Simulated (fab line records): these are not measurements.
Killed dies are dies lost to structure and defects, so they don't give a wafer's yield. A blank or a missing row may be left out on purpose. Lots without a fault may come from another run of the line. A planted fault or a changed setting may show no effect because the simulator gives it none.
fab line records | flow ritCmos
record: lots: 12 | wafers: 36 | lastDay: 5
route steps=202 shown PRETRO@72 M1@202
lots with no fault: from the same line, run without faults
startH: hours from the record's first day to the start of the lot's first wafer shown | waitH: time in hours since the lot's previous step | " as in the row above | L1.1+2: several wafers, shown together as one row | - no value present, or no start provided | * or withheld: withheld | < > ~ a bound
route shown NAME@n: names a module that has steps shown in the file, with the first one's number in the route | usual: mean/standard deviation taken from wafers without a fault | same: alike in all rows | chamber/n: place in a boat | sites: the reading at each site | _std_site: the values' standard deviation | _edge_site: inner sites' mean taken away from outer sites' mean | radiusMm: for every site, how far away it sits from the centre of the wafer | mask NAME#n: copy n | behind: the most recent tool/chamber to have shaped the wafer | hold: cause of the lot's hold/its duration in hours/its outcome | device: whichever transistor did not switch (one of n, p or np) | end of line: the tests these same wafers got at the end of their route | a step with no rows: only its recipe | killed: the dies lost at the first sort to structure and to defects; this is not the yield of the wafer | map: shows each die of a wafer: x if killed, . if not, _ if none is there
set.NAME: the setting that was run; set.NAME@STEP: the one run at that earlier step | model.NAME: the simulator's own value behind a step, which no gauge read
the route's steps for a sample of lots (tables are steps, rows are wafers)
services: the hour from which a tool's chamber was out of use, counted from the record's first day as startH (under 0 if before that day), plus the number of hours and why
== steps ==
step: RIT_PRETRO_IMPLANT_08
recipe: species: B | energyKev: 45 | doseCm2: 1.2e+13 | tiltDeg: 7
usual: faradayCurrentUA: 38.0/0.79 | implantIonAmu: 11/0
lot.wafer | tool         | chamber | startH | waitH | faradayCurrentUA | implantIonAmu
L734.1    | implanter-01 | 0       | 32.85  | 0.2   | 38.6             | 11
L734.2    | "            | 0       | "      | "     | 37.9             | 11
L734.5    | "            | 0       | "      | "     | 37.8             | 11
L735.2    | implanter-01 | 0       | 37.41  | 0.2   | 37.5             | 11
L735.3    | "            | 0       | "      | "     | 38.9             | 11
L735.5    | "            | 0       | "      | "     | 38.2             | 11
L736.1    | implanter-03 | 0       | 41.86  | 0.2   | 38.1             | 11
L736.3    | "            | 0       | "      | "     | 37.9             | 11
L736.5    | "            | 0       | "      | "     | 37.4             | 11
L737.2    | implanter-03 | 0       | 46.39  | 0.2   | 36.6             | 11
L737.3    | "            | 0       | "      | "     | 38.4             | 11
L737.5    | "            | 0       | "      | "     | 37.2             | 11
L738.1    | implanter-04 | 0       | 52.24  | 0.2   | 37.5             | 11
L738.3    | "            | 0       | "      | "     | 38.8             | 11
L738.4    | "            | 0       | "      | "     | 37.5             | 11
L739.1    | implanter-01 | 0       | 57.28  | 0.2   | 38.9             | 11
L739.4    | "            | 0       | "      | "     | 38.2             | 11
L739.6    | "            | 0       | "      | "     | 38.3             | 11
L740.2    | implanter-01 | 0       | 61.25  | 0.2   | 38.9             | 11
L740.4    | "            | 0       | "      | "     | 39.0             | 11
L740.6    | "            | 0       | "      | "     | 39.1             | 11
L741.1    | implanter-03 | 0       | 66.04  | 0.2   | 37.1             | 11
L741.4    | "            | 0       | "      | "     | 37.8             | 11
L741.6    | "            | 0       | "      | "     | 37.8             | 11
L743.1    | implanter-01 | 0       | 77.79  | 0.2   | 39.8             | 49
L743.4    | "            | 0       | "      | "     | 38.0             | 49
L743.5    | "            | 0       | "      | "     | 39.5             | 49
L744.1    | implanter-01 | 0       | 81.03  | 0.2   | 37.3             | 49
L744.3    | "            | 0       | "      | "     | 37.8             | 49
L744.5    | "            | 0       | "      | "     | 38.2             | 49
L745.3    | implanter-01 | 0       | 87.21  | 0.2   | 38.5             | 49
L745.5    | "            | 0       | "      | "     | 36.4             | 49
L745.6    | "            | 0       | "      | "     | 38.6             | 49
L746.3    | implanter-01 | 0       | 91.55  | 0.2   | 37.9             | 49
L746.4    | "            | 0       | "      | "     | 39.0             | 49
L746.5    | "            | 0       | "      | "     | 37.7             | 49
step: RIT_PRETRO_TW_MEAS_10
usual: PRETRO_TW: 474.6/3
lot.wafer | tool         | chamber | startH | waitH | PRETRO_TW
L734.1    | filmMetro-02 | -       | 33.17  | 0.1   | 475.8
L734.2    | "            | -       | "      | "     | 473.2
L734.5    | "            | -       | "      | "     | 474.8
L735.2    | filmMetro-02 | -       | 37.72  | 0.1   | 470.9
L735.3    | "            | -       | "      | "     | 470.4
L735.5    | "            | -       | "      | "     | 474.3
L736.1    | filmMetro-02 | -       | 42.19  | 0.1   | 472.9
L736.3    | "            | -       | "      | "     | 474.1
L736.5    | "            | -       | "      | "     | 472.4
L737.2    | filmMetro-01 | -       | 46.70  | 0.1   | 479.2
L737.3    | "            | -       | "      | "     | 477.2
L737.5    | "            | -       | "      | "     | 479.6
L738.1    | filmMetro-02 | -       | 52.56  | 0.1   | 470.8
L738.3    | "            | -       | "      | "     | 473.1
L738.4    | "            | -       | "      | "     | 471.9
L739.1    | filmMetro-02 | -       | 57.75  | 0.1   | 470.5
L739.4    | "            | -       | "      | "     | 470.5
L739.6    | "            | -       | "      | "     | 471.0
L740.2    | filmMetro-01 | -       | 61.56  | 0.1   | 479.5
L740.4    | "            | -       | "      | "     | 479.2
L740.6    | "            | -       | "      | "     | 479.4
L741.1    | filmMetro-04 | -       | 66.37  | 0.1   | 476.7
L741.4    | "            | -       | "      | "     | 477.4
L741.6    | "            | -       | "      | "     | 476.2
L743.1    | filmMetro-04 | -       | 78.12  | 0.1   | 785.6
L743.4    | "            | -       | "      | "     | 783.4
L743.5    | "            | -       | "      | "     | 786.6
L744.1    | filmMetro-04 | -       | 81.36  | 0.1   | 786.2
L744.3    | "            | -       | "      | "     | 787.8
L744.5    | "            | -       | "      | "     | 787.2
L745.3    | filmMetro-02 | -       | 87.51  | 0.1   | 779.2
L745.5    | "            | -       | "      | "     | 779.8
L745.6    | "            | -       | "      | "     | 781.2
L746.3    | filmMetro-01 | -       | 91.84  | 0.1   | 793.9
L746.4    | "            | -       | "      | "     | 787.9
L746.5    | "            | -       | "      | "     | 790.2
step: RIT_M1_PROBE_99
usual: killed_at_M0_to_M3: 0.0/0.083 | killedAtContacts: 0.1/0.31 | killedAtFrontEnd: 7/3.1 | killedDies: 7/3.1 | killedOpen: 3.3/1.9 | killedShort: 3.3/2
same: grossDies: 264 | killed_at_M4_up: 0 | killedAtBackSide: 0 | killedAtOther: 0
lot.wafer | tool      | chamber | startH | waitH | killed_at_M0_to_M3 | killedAtContacts | killedAtFrontEnd | killedDies | killedOpen | killedShort
L744.1    | prober-01 | -       | 108.60 | 0.1   | 0                  | 0                | 3                | 3          | 2          | 1
L744.3    | prober-01 | -       | 108.70 | 0.2   | 0                  | 0                | 4                | 4          | 4          | 0
L744.5    | prober-01 | -       | 108.80 | 0.2   | 0                  | 0                | 2                | 2          | 1          | 1
killed by level:class
L744.1 GATE:geometricParticle:open=1 REOX:geometricParticle:open=1 SILICIDE:geometricParticle:short=1
L744.3 GATE:geometricParticle:open=2 REOX:geometricParticle:open=2
L744.5 GATE:geometricParticle:short=1 SILICIDE:geometricParticle:open=1
== services ==
tool         | chamber | startH | hours | kind
implanter-04 | -       | 21.46  | 3.3   | pm
implanter-03 | -       | 24.05  | 3.6   | repair
== key ==
firstSign: step: RIT_PRETRO_IMPLANT_08 | reading: implantIonAmu | direction: up | sigmas: 99+ | usual: 11 | struck: 49
effect: step: RIT_PRETRO_TW_MEAS_10 | reading: PRETRO_TW | direction: up | sigmas: 99+ | usual: 474.6 | struck: 785.7
metAt RIT_PRETRO_IMPLANT_08
struckLots L743,L744,L745,L746
testerLeftOut L743,L744,L745,L746
loopTrim: step: RIT_M1_EXPOSE_06 | setting: dose | lots: L744,L746
onsetBetween 61.25 77.79
fault: kind: wrongRecipeDownload | tool: implanter-01,implanter-03,implanter-04 | chamber: - | onsetH: 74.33 | steps: RIT_PRETRO_IMPLANT_08 | wrongRecipe.notListed: 1
testerLeftOut: of these lots the tester's yield and bins aren't shown, on N5 and GAA mostly nor the transistor test; their killed dies are dies lost to structure and defects alone, not to doping, threshold or leakage, so they don't give the yield
loopTrim: a control loop set the setting to another value than it would have without faults
